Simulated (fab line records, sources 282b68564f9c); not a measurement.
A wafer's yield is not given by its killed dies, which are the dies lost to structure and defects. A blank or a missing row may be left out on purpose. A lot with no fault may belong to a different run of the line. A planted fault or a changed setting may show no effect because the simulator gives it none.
Comparing a struck lot with a sound one | flow rit-cmos | 23 out of 202 route steps
Sound: wafers L676.1, L676.3, L676.4. Wafers L681.1, L681.2, L681.4 were the ones struck. The cause is named last.
Each step with rows lists, per side, the tool, then ch with its chambers, then its first start. Under that, the readings that differ: sound wafers | struck wafers | difference of the means | sigmas: that difference in standard deviations of wafers without a fault.
alike: same words and numbers on both sides, and readings whose means sit less than 2 such deviations apart. not compared: any withheld reading, any reading some wafer has no value for, any bound like >300 that may hide the same value, and any number with overlapping values for which the record gives no deviation.
The two part at a step that has a row with sigmas, a row that says differs or no value, or rows on one side only. When numbers do not overlap yet have no deviation, they are printed without sigmas and do not part them. Lack of a reading on every wafer of one side parts them only where that side has two or more wafers.

first, 5 steps without rows for these wafers: RIT_GATE_WET_ETCH_00 (etches SiO2 in BOE, target depth 56 nm, time 60 s); RIT_GATE_CLEAN_01 (cleans in SC1, time 600 s); RIT_GATE_CLEAN_02 (cleans in dHF, time 30 s); RIT_GATE_CLEAN_03 (cleans in SC2, time 600 s); RIT_GATE_CLEAN_04 (cleans in dHF, time 60 s).
RIT_FOX2_THK_MEAS_91:
  sound on film-metro-02, day 2 13:52; struck on film-metro-01, day 3 16:20
  reading                     | sound       | struck      | difference | sigmas
  FIELD_OXIDE_LEFT_2_THK (nm) | 264 258 255 | 243 243 236 | -18        | -3
then, 2 steps without rows for these wafers: RIT_GATE_OXIDATION_05 (target thk 3 nm, ox time 270 s); RIT_GATE_ANNEAL_06 (time 600 s).
RIT_GATE_THK_MEAS_07:
  sound on film-metro-04, day 2 16:41; struck on film-metro-04, day 3 17:44
  alike: GATE_OXIDE_THK
then, 1 step without rows for these wafers: RIT_GATE_CVD_08 (deposits poly-Si from SiH4, target thk 250 nm, time 2220 s).
RIT_GATE_THK_MEAS_09:
  sound on film-metro-01, day 2 18:22; struck on film-metro-02, day 3 19:24
  alike: GATE_POLY_THK
then, 1 step without rows for these wafers: RIT_GATE_HMDS_10 (prime time 60 s).
RIT_GATE_COAT_11: resist thk 850 nm.
  sound on litho-track-03 ch 0, day 2 18:35; struck on litho-track-03 ch 0, day 3 19:37
  reading                                   | sound                | struck               | difference | sigmas
  spin-speed-rpm (rpm)                      | 4248.5 4248.5 4252.7 | 4040.8 4039.4 4040.7 | -209.6     | -95
  model.NOVOLAK_of_GATE_COAT_11.thk-nm (nm) | 845 844 847.2        | 867.8 871 867        | +23.2      |
  alike: dispense-pressure-kPa
then, 4 steps without rows for these wafers: RIT_GATE_SOFTBAKE_12 (time 60 s); RIT_GATE_EXPOSE_13 (exposes mask M6, target cd 150 nm); RIT_GATE_PEB_14; RIT_GATE_DEVELOP_15 (develop time 50 s).
RIT_GATE_CD_MEAS_16 targets a cd of 150 nm.
  sound on cd-sem-01, day 2 19:17; struck on cd-sem-01, day 3 20:19
  reading    | sound             | struck            | difference | sigmas
  cd-nm (nm) | 145.5 145.5 148.1 | 154.0 155.8 155.2 | +8.6       | +4
RIT_GATE_OVL_MEAS_17:
  sound on overlay-01, day 2 19:24; struck on overlay-02, day 3 20:26
  alike: GATE_OVL
then, 1 step without rows for these wafers: RIT_GATE_HARDBAKE_18 (time 60 s).
RIT_GATE_ETCH_19: etches poly-Si in SF6/CHF3/O2, stops on SiO2, time 165 s, target depth 312.5 nm.
  sound on rie-si-01 ch 0,1,3, day 2 19:35; struck on rie-si-02 ch 0,1,2, day 3 20:37
  reading                                   | sound             | struck            | difference | sigmas
  model.NOVOLAK_of_GATE_COAT_11.thk-nm (nm) | 666 664.5 666.6   | 686.8 689.9 686.1 | +21.9      |
  model.GATE.cd-nm (nm)                     | 145.1 145.7 148.2 | 154.2 156.1 155.2 | +8.8       |
  alike: SF6_flow_sccm, drypump-motor-current-A, oes-product-au, throttle-valve-pct
  not compared: rf-hours-counter-h
RIT_GATE_STRIP_20: strips in O2, time 180 s.
  sound on plasma-asher-03 ch 0,1, day 2 19:41; struck on plasma-asher-01 ch 0,1, day 3 20:44
  alike: drypump-motor-current-A
  not compared: rf-hours-counter-h
RIT_M1_PROBE_99:
  sound on prober-02, day 3 16:35; struck on prober-01, day 4 18:38
  reading                              | sound             | struck            | difference | sigmas
  model.etest.ppoly-line.line-ohm-um   | 173.1 166.2 166.2 | 151.4 153.3 152.6 | -16.1      |
  model.etest.npoly-line.width-nm (nm) | 96.41 97.09 99.28 | 106.1 108.4 107   | +9.6       |
  model.etest.ppoly-line.width-nm (nm) | 96.69 97.68 100.3 | 106.5 107.8 107.1 | +8.9       |
  alike: killed-at-contacts, killed-at-front-end, killed-dies, killed-open, killed-short

WHERE THEY PART
At RIT_FOX2_THK_MEAS_91 first; at RIT_GATE_CD_MEAS_16 last (within this record only). Later steps at which nothing parts them and some readings are alike: RIT_GATE_OVL_MEAS_17, RIT_GATE_ETCH_19, RIT_GATE_STRIP_20, RIT_M1_PROBE_99.

WHY: what the simulator had put in
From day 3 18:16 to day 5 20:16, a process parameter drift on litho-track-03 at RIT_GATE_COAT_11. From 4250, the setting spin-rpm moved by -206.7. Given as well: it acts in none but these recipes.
